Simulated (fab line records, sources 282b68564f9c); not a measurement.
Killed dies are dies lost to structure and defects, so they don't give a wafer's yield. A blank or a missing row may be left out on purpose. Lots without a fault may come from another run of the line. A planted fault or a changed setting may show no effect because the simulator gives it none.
fab line records | flow rit_cmos
record lots=6 wafers=16 last_day=7
route steps=202 shown M1@188
lots that met no fault: from a run of the same line without faults
start_h: hours from the record's first day to the start of the lot's first wafer shown | wait_h: hours since the lot's step before | " the same as in the row above | L1.1+2: a row that stands for several wafers | - no value, or no start given | * or withheld: withheld | < > ~ a bound
route shown NAME@n: a module of which the file shows steps, and the number in the route of the first | usual: mean/standard deviation of fault-free wafers | same: alike in all rows | chamber/n: place in a boat | sites: the reading at each site | _std_site: their standard deviation | _edge_site: outer sites' mean less inner sites' | radius_mm: how far each site lies from the wafer's centre | mask NAME#n: copy n | behind: the tool/chamber that last shaped the wafer | hold: why the lot was held/for how many hours/how that ended | device: the transistor (n, p or np) that didn't switch | end of line: the same wafers' tests at the end of the route | a step without rows: its recipe alone | killed: dies lost to structure and defects at the first sort, not the wafer's yield | map: a wafer's dies, x killed, . not, _ none there
set.NAME: the setting as run; set.NAME@STEP: as run at that earlier step | model.NAME: the simulator's own value behind a step, which no gauge read
lots at some steps of the route; a table a step, a row a wafer
services: from which hour (start_h, from the record's first day; less than 0 if before it) a tool's chamber was out of use, for how many hours, and why
## steps
# step RIT_M1_COAT_04
# recipe resist=NOVOLAK spin_rpm=2000 resist_thk_nm=1300
# step RIT_M1_SOFTBAKE_05
# recipe resist=NOVOLAK temp_c=90 time_s=60
# step RIT_M1_EXPOSE_06
# recipe mask_id=M12 na=0.6 source_shape=conventional sigma_outer=0.5 target_cd_nm=2600 dose_mj=250
# step RIT_M1_PEB_07
# recipe resist=NOVOLAK temp_c=withheld time_s=withheld
# step RIT_M1_DEVELOP_08
# recipe resist=NOVOLAK develop_time_s=68 dev_temp_c=23
# step RIT_M1_CD_MEAS_09
# recipe target_cd_nm=2600
# usual cd_nm=2600.2/2.6
# columns lot.wafer tool chamber start_h wait_h cd_nm
L354.2 cd_sem-02 - 59.90 - 2603.6
L354.3 " - " " 2603.0
L354.4 " - " " 2601.0
L355.1 cd_sem-01 - 68.86 - 2599.0
L355.3 " - " " 2600.1
L355.5 " - " " 2597.1
L356.1 cd_sem-01 - 73.21 - 2598.7
L356.3 " - " " 2599.3
L356.5 " - " " 2599.0
L359.2 cd_sem-01 - 93.20 - 2599.7
L359.3 " - " " 2598.1
L359.6 " - " " 2597.9
L369.3 cd_sem-01 - 157.74 - 2601.7
L369.4 " - " " 2599.4
L372.1 cd_sem-02 - 170.07 - 2602.2
L372.3 " - " " 2603.5
# step RIT_M1_OVL_MEAS_10
# usual M1_OVL=0.7/1.4
# columns lot.wafer tool chamber start_h wait_h M1_OVL[nm]
L354.2 overlay-01 - 60.00 0.1 4.0
L354.3 " - " " 2.9
L354.4 " - " " 1.3
L355.1 overlay-01 - 68.98 0.1 2.2
L355.3 " - " " 3.4
L355.5 " - " " 3.7
L356.1 overlay-02 - 73.33 0.1 -0.4
L356.3 " - " " -2.5
L356.5 " - " " -0.7
L359.2 overlay-01 - 93.30 0.1 1.7
L359.3 " - " " 3.4
L359.6 " - " " 1.8
L369.3 overlay-01 - 157.83 0.1 1.2
L369.4 " - " " 0.8
L372.1 overlay-01 - 170.19 0.1 1.6
L372.3 " - " " 1.1
# step RIT_M1_HARDBAKE_11
# recipe resist=NOVOLAK temp_c=138.8 time_s=120
# step RIT_M1_METAL_ETCH_12
# recipe stop_on=SiO2 chemistry=Cl2/BCl3 target=Al time_s=165 over_etch_frac=0.5 pressure_mtorr=100 target_depth_a=6000 rf_w=250 Cl2_flow_sccm=60 bcl3_flow_sccm=50
# usual drypump_motor_current_A=5.48/0.23 oes_product_au=0.781/0.01 throttle_valve_pct=8.20/0.14
# columns lot.wafer tool chamber start_h wait_h drypump_motor_current_A oes_product_au rf_hours_counter_h throttle_valve_pct
L354.2 rie_metal-02 1 60.28 0.2 5.40 0.789 0.4 8.07
L354.3 " 1 " " 5.40 0.786 - 8.06
L354.4 " 0 " " 5.56 0.771 - 8.22
L355.1 rie_metal-03 0 69.27 0.2 5.17 0.778 4.3 8.43
L355.3 " 0 " " 5.16 0.785 - 8.41
L355.5 " 1 " " 5.53 0.779 - 8.01
L356.1 rie_metal-04 0 73.62 0.2 5.37 0.774 2.9 8.31
L356.3 " 1 " " 5.91 0.772 - 8.19
L356.5 " 1 " " 5.91 0.779 - 8.19
L359.2 rie_metal-04 0 93.58 0.2 5.36 0.760 3.1 8.31
L359.3 " 0 " " 5.38 0.765 - 8.31
L359.6 " 0 " " 5.37 0.761 - 8.31
L369.3 rie_metal-02 1 158.16 0.2 5.39 0.802 - 8.05
L369.4 " 0 " " 5.59 0.796 - 8.21
L372.1 rie_metal-02 0 170.48 0.2 5.58 0.784 1.6 8.22
L372.3 " 0 " " 5.57 0.790 - 8.22
# step RIT_M1_STRIP_13
# recipe chemistry=nmp resist=NOVOLAK temp_c=80 time_s=600 dry=n2_spin
# step RIT_M1_STRIP_14
# recipe chemistry=O2 time_s=180 platen_temp_c=withheld power_w=500 pressure_mtorr=4000 o2_flow_sccm=4000
# usual drypump_motor_current_A=5.5/0.5 rf_refl_power_W=7.1/1.5
# columns lot.wafer tool chamber start_h wait_h drypump_motor_current_A rf_hours_counter_h rf_refl_power_W
L354.2 plasma_asher-03 1 60.62 0.0 4.9 26 6.9
L354.3 " 0 " " 6.4 - 9.1
L354.4 " 1 " " 4.9 - 6.6
L355.1 plasma_asher-01 0 69.62 0.0 5.5 44 6.5
L355.3 " 0 " " 5.4 - 6.7
L355.5 " 1 " " 5.3 - 6.9
L356.1 plasma_asher-02 1 73.97 0.0 5.2 44 7.8
L356.3 " 0 " " 5.4 - 4.3
L356.5 " 0 " " 5.4 - 4.4
L359.2 plasma_asher-02 0 93.92 0.0 5.4 46 4.5
L359.3 " 1 " " 5.2 - 8.6
L359.6 " 1 " " 5.2 - 8.6
L369.3 plasma_asher-01 0 158.50 0.1 5.5 - 6.6
L369.4 " 1 " " 5.3 - 7.0
L372.1 plasma_asher-02 1 170.81 0.0 5.2 55 8.3
L372.3 " 1 " " 5.2 - 8.3
# step RIT_M1_CD_MEAS_90
# recipe target_cd_nm=2600
# usual cd_nm=2599.9/2.5
# columns lot.wafer tool chamber start_h wait_h cd_nm
L354.2 cd_sem-01 - 60.82 0.1 2602.1
L354.3 " - " " 2600.9
L354.4 " - " " 2599.1
L355.1 cd_sem-02 - 69.79 0.1 2596.7
L355.3 " - " " 2598.6
L355.5 " - " " 2595.6
L356.1 cd_sem-01 - 74.15 0.1 2598.3
L356.3 " - " " 2600.8
L356.5 " - " " 2599.4
L359.2 cd_sem-01 - 94.11 0.1 2600.6
L359.3 " - " " 2598.5
L359.6 " - " " 2599.7
L369.3 cd_sem-01 - 158.66 0.1 2600.8
L369.4 " - " " 2598.0
L372.1 cd_sem-02 - 170.99 0.1 2601.5
L372.3 " - " " 2601.1
# step RIT_M1_ANNEAL_15
# recipe temp_c=450 time_s=1800 ambient=forming_gas_H2N2
# usual tube_center_temp_C_max=451.15/0.19
# columns lot.wafer tool chamber start_h wait_h tube_center_temp_C_max
L354.2 furnace-02 0 60.92 0.1 451.62
L354.3 " 0 " " 451.17
L354.4 " 0 " " 451.20
L355.1 furnace-02 0 69.91 0.1 451.13
L355.3 " 0 " " 451.07
L355.5 " 0 " " 451.04
L356.1 furnace-02 0 74.27 0.1 451.31
L356.3 " 0 " " 451.26
L356.5 " 0 " " 451.51
L359.2 furnace-02 0 94.21 0.1 451.36
L359.3 " 0 " " 451.37
L359.6 " 0 " " 450.98
L369.3 furnace-02 0 158.74 0.1 450.87
L369.4 " 0 " " 450.93
L372.1 furnace-02 0 171.11 0.1 451.04
L372.3 " 0 " " 451.52
# step RIT_M1_BOW_MEAS_16
# recipe mode=bow
# usual M1_BOW=18/6.7
# columns lot.wafer tool chamber start_h wait_h hold M1_BOW[um]
L354.2 film_metro-04 - 62.44 0.0 - 20
L354.3 " - " " - 27
L354.4 " - " " - 17
L355.1 film_metro-02 - 71.41 0.0 - 15
L355.3 " - " " - 30
L355.5 " - " " - 14
L356.1 film_metro-01 - 75.77 0.0 - 9
L356.3 " - " " - 20
L356.5 " - " " - 13
L359.2 film_metro-02 - 95.73 0.0 - -1
L359.3 " - " " - 14
L359.6 " - " " - 21
L369.3 film_metro-01 - 160.28 0.0 await_dispo/0.2h/release 15
L369.4 " - " " await_dispo/0.2h/release 21
L369.3 film_metro-01 - 160.56 0.3 - -
L369.4 " - " " - -
L372.1 film_metro-01 - 172.61 0.0 await_dispo/0.2h/release 27
L372.3 " - " " await_dispo/0.2h/release 27
L372.1 film_metro-01 - 172.90 0.3 - -
L372.3 " - " " - -
# step RIT_M1_PROBE_99
# usual defect_limited_yield=97.3/1.2 killed_at_contacts=0.1/0.29 killed_at_front_end=7/3.1 killed_dies=7/3.1 killed_open=3.4/1.9 killed_short=3.6/2.1 sort_bin_3_pad_short=0.1/0.21 sort_bin_5_function=1.6/0.85 sort_bin_6_memory=1.0/0.72 sort_n_pass=257/3.2 sort_yield_pct=97.3/1.2
# same gross_dies=264 killed_at_M0_to_M3=0 killed_at_M4_up=0 killed_at_back_side=0 killed_at_other=0
# columns lot.wafer tool chamber start_h wait_h hold defect_limited_yield[%] killed_at_contacts killed_at_front_end killed_dies killed_open killed_short sort_bin_3_pad_short[%] sort_bin_5_function[%] sort_bin_6_memory[%] sort_n_pass sort_yield_pct[%]
L354.2 prober-01 - 62.59 0.1 - 98.5 0 4 4 2 2 0 1.5 0 260 98.5
L354.3 prober-01 - 62.64 0.2 - 98.1 0 5 5 3 2 0 0.8 1.1 259 98.1
L354.4 prober-01 - 62.69 0.2 - 95.1 1 12 13 5 8 0.4 2.7 1.9 251 95.1
L355.1 prober-02 - 71.53 0.1 - 95.1 0 13 13 7 6 0 4.2 0.8 251 95.1
L355.3 prober-02 - 71.63 0.2 - 99.2 0 2 2 1 1 0 0.8 0 262 99.2
L355.5 prober-02 - 71.73 0.2 - 97.3 0 7 7 4 3 0 1.1 1.5 257 97.3
L356.1 prober-01 - 75.89 0.1 - 96.2 0 10 10 5 5 0 2.7 1.1 254 96.2
L356.3 prober-01 - 75.99 0.2 - 98.1 0 5 5 3 2 0 1.9 0 259 98.1
L356.5 prober-01 - 76.09 0.2 - 98.5 0 4 4 4 0 0 1.5 0 260 98.5
L359.2 prober-02 - 95.88 0.1 - 96.6 0 9 9 3 6 0.4 1.5 1.5 255 96.6
L359.3 prober-02 - 95.93 0.2 - 96.6 1 8 9 5 4 0.4 2.3 0.8 255 96.6
L359.6 prober-02 - 96.08 0.2 - 98.5 0 4 4 2 2 0 1.5 0 260 98.5
L369.3 prober-02 - 168.87 8.3 await_dispo/8.1h/release 98.9 0 3 3 0 3 0.4 0 0.8 261 98.9
L369.4 prober-02 - 168.92 8.3 await_dispo/8.1h/release 97.3 0 7 7 4 3 0 1.5 1.1 257 97.3
L372.1 prober-02 - 175.17 2.3 await_dispo/2.2h/release 95.5 0 12 12 8 3 0 1.9 2.7 252 95.5
L372.3 prober-02 - 175.27 2.3 await_dispo/2.2h/release 97.0 0 8 8 3 5 0 1.9 1.1 256 97.0
# killed by level:class
L354.2 FOX1:geometric_particle:open=1 FOX2:geometric_particle:open=1 GATE:geometric_particle:short=1 SPACER:geometric_particle:short=1
L354.3 GATE:geometric_particle:open=3 GATE:geometric_particle:short=1 SPACER:geometric_particle:short=1
L354.4 GATE:geometric_particle:short=5 FOX2:geometric_particle:open=2 GATE:geometric_particle:open=2 REOX:geometric_particle:short=2 REOX:geometric_particle:open=1 CONTACT:geometric_particle:short=1
L355.1 FOX2:geometric_particle:open=3 FOX2:geometric_particle:short=3 GATE:geometric_particle:open=3 SILICIDE:geometric_particle:short=2 GATE:geometric_particle:short=1 REOX:geometric_particle:open=1
L355.3 GATE:geometric_particle:open=1 SILICIDE:geometric_particle:short=1
L355.5 FOX2:geometric_particle:open=3 FOX2:geometric_particle:short=1 REOX:geometric_particle:open=1 SPACER:geometric_particle:short=1 SILICIDE:geometric_particle:short=1
L356.1 GATE:geometric_particle:short=4 GATE:geometric_particle:open=3 FOX2:geometric_particle:open=1 SPACER:geometric_particle:short=1 SILICIDE:geometric_particle:open=1
L356.3 REOX:geometric_particle:open=2 FOX2:geometric_particle:short=1 SPACER:geometric_particle:short=1 SPACER:geometric_particle:open=1
L356.5 FOX1:geometric_particle:open=2 GATE:geometric_particle:open=2
L359.2 FOX2:geometric_particle:short=3 GATE:geometric_particle:short=2 FOX1:geometric_particle:open=1 FOX1:geometric_particle:short=1 FOX2:geometric_particle:open=1 REOX:geometric_particle:open=1
L359.3 FOX2:geometric_particle:open=2 GATE:geometric_particle:short=2 FOX1:geometric_particle:short=1 GATE:geometric_particle:open=1 REOX:geometric_particle:short=1 SPACER:geometric_particle:open=1 CONTACT:geometric_particle:open=1
L359.6 FOX1:geometric_particle:open=1 FOX1:geometric_particle:short=1 FOX2:geometric_particle:short=1 FOX2:geometric_particle:open=1
L369.3 FOX1:geometric_particle:short=1 GATE:geometric_particle:short=1 SPACER:geometric_particle:short=1
L369.4 FOX1:geometric_particle:open=3 SPACER:geometric_particle:short=2 GATE:geometric_particle:short=1 SPACER:geometric_particle:open=1
L372.1 FOX2:geometric_particle:open=3 REOX:geometric_particle:open=3 FOX1:geometric_particle:open=1 GATE:geometric_particle:open=1 REOX:geometric_particle:short=1 SPACER:geometric_particle:short=1 SILICIDE:geometric_particle:short=1 GATE:coat_microbubble_printed=1
L372.3 GATE:geometric_particle:short=4 FOX2:geometric_particle:open=1 GATE:geometric_particle:open=1 SPACER:geometric_particle:short=1 SILICIDE:geometric_particle:open=1
# map L369.4 (x killed, . not)
________......._______
_____.............____
____...........x...___
___.................__
__........x.....x...._
__..................._
_.....................
_.....................
_.....................
_.....................
__.x................._
__......x............_
___...........x...x.__
____...............___
_____.............____
________......._______
# map L372.1 (x killed, . not)
________......._______
_____.....x.......____
____..x............___
___.................__
__...........xxx....._
__....x.............._
_.....................
_.x...................
_...........x.......x.
_.....................
__...........x....x.._
__..................._
___.................__
____......x........___
_____.............____
________......._______
## services
# columns tool chamber start_h hours kind
rie_metal-03 1 96.52 6.4 repair
rie_metal-03 1 104.29 4.3 repair
plasma_asher-01 - 108.75 9.0 pm
plasma_asher-01 0 108.75 9.0 vent_cycle
plasma_asher-01 1 108.75 9.0 vent_cycle
plasma_asher-01 0 117.75 - clean
plasma_asher-01 1 117.75 - clean
rie_metal-02 1 122.41 6.6 repair
rie_metal-02 0 140.87 6.5 repair
plasma_asher-02 - 145.29 0.8 repair
rie_metal-02 - 146.03 2.8 pm
plasma_asher-03 - 151.56 1.9 repair
## key
first_sign step=RIT_M1_BOW_MEAS_16 reading=visit direction=added
effect none on later readings
met_at RIT_M1_ANNEAL_15
struck_wafers L369.3,L369.4,L372.1,L372.3
onset_between 94.21 158.74
also_fits time
fault kind=process_parameter_drift tool=furnace-02 chamber=- onset_h=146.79 steps=RIT_M1_ANNEAL_15 channel=time_s offset=* shape=step stated=*
